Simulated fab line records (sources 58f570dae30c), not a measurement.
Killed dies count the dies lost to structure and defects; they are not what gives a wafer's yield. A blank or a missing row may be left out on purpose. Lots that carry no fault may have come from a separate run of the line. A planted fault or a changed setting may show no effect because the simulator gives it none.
The tool behind it: which one?	flow berkeley cmos170	39 wafers from 13 lots sampled at 3 of the route's 331 steps

== WHAT THE GAUGES SHOWED, per wafer ==
UCB170_CONTACT_CD_MEAS_15: the cd target is 700 nm.
lot	measured	on	cd nm (nm)
L210	day 8 11:03	cd sem-01	698.9 698.9 700.0
L212	day 9 01:56	cd sem-01	703.0 701.1 700.4
L213	day 9 02:42	cd sem-01	698.1 698.3 698.9
L215	day 9 10:51	cd sem-02	697.9 698.4 697.7
L214	day 9 11:22	cd sem-01	699.7 699.8 700.2
L218	day 10 20:31	cd sem-02	699.1 699.1 699.6
L223	day 11 07:54	cd sem-02	700.8 701.2 701.3
L226	day 11 23:52	cd sem-01	700.8 699.4 700.2
L224	day 12 00:14	cd sem-01	698.7 698.8 699.0
L225	day 11 23:28	cd sem-01	701.5 702.1 700.7
L231	day 13 03:36	cd sem-02	702.1 702.6 701.9
L229	day 13 05:29	cd sem-01	698.7 700.2 699.5
L232	day 14 06:54	cd sem-01	700.7 700.9 700.6

== EACH LOT AND THE TOOL THAT RAN IT (in order: tool; ch and the chambers of the sampled wafers; start) ==
lot	UCB170_PSD_STRIP_09	UCB170_CONTACT_RTA_08
L210	plasma asher-04 ch 0,1, day 7 23:17	rtp anneal-01 ch 0, day 8 10:00
L212	plasma asher-02 ch 0,1, day 8 18:21	rtp anneal-01 ch 0, day 9 01:02
L213	plasma asher-04 ch 0,1, day 8 18:28	rtp anneal-02 ch 0, day 9 01:47
L215	plasma asher-04 ch 0,1, day 9 03:36	rtp anneal-01 ch 0, day 9 09:56
L214	plasma asher-01 ch 0,1, day 9 03:50	rtp anneal-02 ch 0, day 9 10:28
L218	plasma asher-04 ch 0,1, day 10 09:36	rtp anneal-02 ch 0, day 10 19:17
L223	plasma asher-04 ch 0,1, day 10 20:31	rtp anneal-02 ch 0, day 11 06:38
L226	plasma asher-04 ch 0,1, day 11 11:56	rtp anneal-02 ch 0, day 11 22:25
L224	plasma asher-02 ch 0,1, day 11 12:01	rtp anneal-01 ch 0, day 11 22:34
L225	plasma asher-02 ch 0,1, day 11 12:29	rtp anneal-01 ch 0, day 11 22:26
L231	plasma asher-01 ch 0,1, day 12 19:52	rtp anneal-01 ch 0, day 13 02:33
L229	plasma asher-01 ch 1, day 12 20:23	rtp anneal-01 ch 0, day 13 04:17
L232	plasma asher-02 ch 0,1, day 13 20:07	rtp anneal-01 ch 0, day 14 05:50
- UCB170_PSD_STRIP_09: strips in O2.
- UCB170_CONTACT_RTA_08: time 10 s.

== AS READ BY THE TOOLS THEMSELVES (means over the sampled wafers that have a number; for cases with no such wafer, the mark the record gives instead) ==
UCB170_PSD_STRIP_09.
lot	tool	drypump motor current A (A)	oes product au (a.u.)	strip time to endpoint s (s)
L210	plasma asher-04	5.0	0.605	29.69
L212	plasma asher-02	5.8	0.600	29.76
L213	plasma asher-04	5.2	0.600	29.63
L215	plasma asher-04	5.2	0.601	29.70
L214	plasma asher-01	6.1	0.600	29.77
L218	plasma asher-04	5.1	0.600	29.65
L223	plasma asher-04	5.2	0.603	29.65
L226	plasma asher-04	5.0	0.603	29.71
L224	plasma asher-02	5.8	0.602	29.69
L225	plasma asher-02	5.7	0.603	29.52
L231	plasma asher-01	6.2	0.600	29.61
L229	plasma asher-01	6.0	0.607	29.70
L232	plasma asher-02	5.7	0.600	29.61

UCB170_CONTACT_RTA_08.
lot	tool	lamp power pct (%)	wafer_temp_C_max
L210	rtp anneal-01	21.7	902.6
L212	rtp anneal-01	21.7	902.7
L213	rtp anneal-02	24.1	903.6
L215	rtp anneal-01	21.7	902.3
L214	rtp anneal-02	24.1	903.6
L218	rtp anneal-02	24.1	903.6
L223	rtp anneal-02	24.1	903.3
L226	rtp anneal-02	24.1	903.6
L224	rtp anneal-01	21.7	902.4
L225	rtp anneal-01	21.7	902.2
L231	rtp anneal-01	21.7	902.8
L229	rtp anneal-01	21.7	902.8
L232	rtp anneal-01	21.7	902.6

== THE ANSWER, worked out from the rows above alone ==
Rule: the usual values come from the lots themselves. The widest of any qualifying gaps counts: lots, ordered by their means at a reading, are off when they make up no more than a third of the lots, leave a main group of 4 or more, and stand apart from it by 3 or more times the standard deviation of that group's means. If all means in a main group match to the digits the tables above print for the reading, that group is not used. A lot without any number at a reading at which 4 lots or more have one is off too. The other lots that the step has rows for count as sound. First the gauges in route order, then the tools' own readings, where a lot's mean is used as printed above. At the first step where some lot is off, the reading lying furthest off is the one used; lots without a number count as furthest.
No lot is off at any reading shown: from this, nothing can be told.

== WHAT WAS PUT IN BY THE SIMULATOR ==
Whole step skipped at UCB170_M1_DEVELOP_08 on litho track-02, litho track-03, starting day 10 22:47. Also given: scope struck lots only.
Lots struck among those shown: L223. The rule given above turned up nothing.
